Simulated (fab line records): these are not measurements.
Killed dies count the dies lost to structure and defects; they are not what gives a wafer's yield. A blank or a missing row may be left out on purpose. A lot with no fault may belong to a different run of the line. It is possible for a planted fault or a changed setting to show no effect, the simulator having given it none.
Problem report, 8D (eight disciplines) form, completed by code | flow berkeley cmos170 | the parts of the form that need people (team, actions taken, sign-off) are left out

1. THE ISSUE
Mean PVT_TW at UCB170_PVT_TW_MEAS_09: 1046 over 9 wafers in 3 lots; fault-free wafers: 508, standard deviation 3.3. That is +99 or more standard deviations from the usual mean.
The first sign was on wafer L652.2 at day 8 19:41, on film metro-01. Wafers with a number at this step in the record: 45, from 15 lots. The rule behind "out" and "out of limits": a value lying over 4 standard deviations away from the usual mean. The other wafers with a number count as sound.

2. WHAT IT IS, WHAT IT ISN'T
question                    | is                           | is not
which readings at this step | PVT_TW                       | -
which lots                  | L652, L653, L656             | L636, L637, L638, L640, L641, L642, L643, L644, L645, L647, L658, L659
which wafers of those lots  | all that have a number       | -
read on which gauges        | film metro-01, film metro-02 | film metro-04
when                        | from day 8 19:41             | up to then (30 sound wafers); but 6 sound wafers of L658, L659 came after

3. WHAT RULES OUT EACH SUSPECT
Counting: a tool at any process step up to the reading remains a suspect when it ran all the lots that are out and ran no sound lot after the first of those.
- ruled out: the gauge at UCB170_PVT_TW_MEAS_09. 2 gauges (film metro-01, film metro-02) read the wafers that are out.
- implanter-04 at UCB170_PVT_IMPLANT_07: kept. Every lot that is out went through it, starting with L652 (day 8 19:28), and after that it ran no sound lot; the last sound lot it ran before then is L647 (day 8 01:05). Its own dose ions cm2, faraday current uA readings are out on those wafers.
Remaining after the count: implanter-04 at UCB170_PVT_IMPLANT_07.

4. THE CAUSE (what the simulator had put in)
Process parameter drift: implanter-04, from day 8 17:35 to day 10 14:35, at UCB170_PVT_IMPLANT_07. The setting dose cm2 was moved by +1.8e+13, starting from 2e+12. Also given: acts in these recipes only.
This tool alone remained once counting was done.

5. SEQUENCE OF EFFECTS, ordered by route
Each row: a reading whose mean over the struck wafers that have a number lies more than 3 standard deviations from the usual. Readings are gone through only where the record gives a usual standard deviation; hours: the median, over the lots, of the time from a lot's start at the first step in this table giving one to that lot's start at this step; sigmas: the change measured in usual standard deviations.
hours | step                  | reading            | usual      | on struck wafers | change      | sigmas
0     | UCB170_PVT_IMPLANT_07 | dose ions cm2      | 1.9997e+12 | 2.0001e+13       | +1.8002e+13 | +99 or more
0     | UCB170_PVT_IMPLANT_07 | faraday current uA | 6.36       | 63.40            | +57.04      | +99 or more
0     | UCB170_PVT_TW_MEAS_09 | PVT_TW             | 508        | 1046             | +538        | +99 or more
Here are the process steps it includes:
- UCB170_PVT_IMPLANT_07
Later measuring or inspecting steps at which every struck wafer that the step has a row for has a number for every such reading, and none has moved that far: UCB170_GATE_THK_MEAS_02.

6. WHAT WOULD HAVE CAUGHT IT SOONER
2 hours passed between the start of the fault at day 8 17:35 and the first reading out of limits at a measuring or inspecting step in this record, taken at day 8 19:41.
Tool's own readings at UCB170_PVT_IMPLANT_07, dose ions cm2, faraday current uA: out on all struck wafers the step has rows for; an alarm limit on them would have tripped on the first.
Of the lots that are out (3), L656, L653 began UCB170_PVT_IMPLANT_07 on implanter-04 after day 8 19:41. A hold on the tool at that time would have spared those 2.
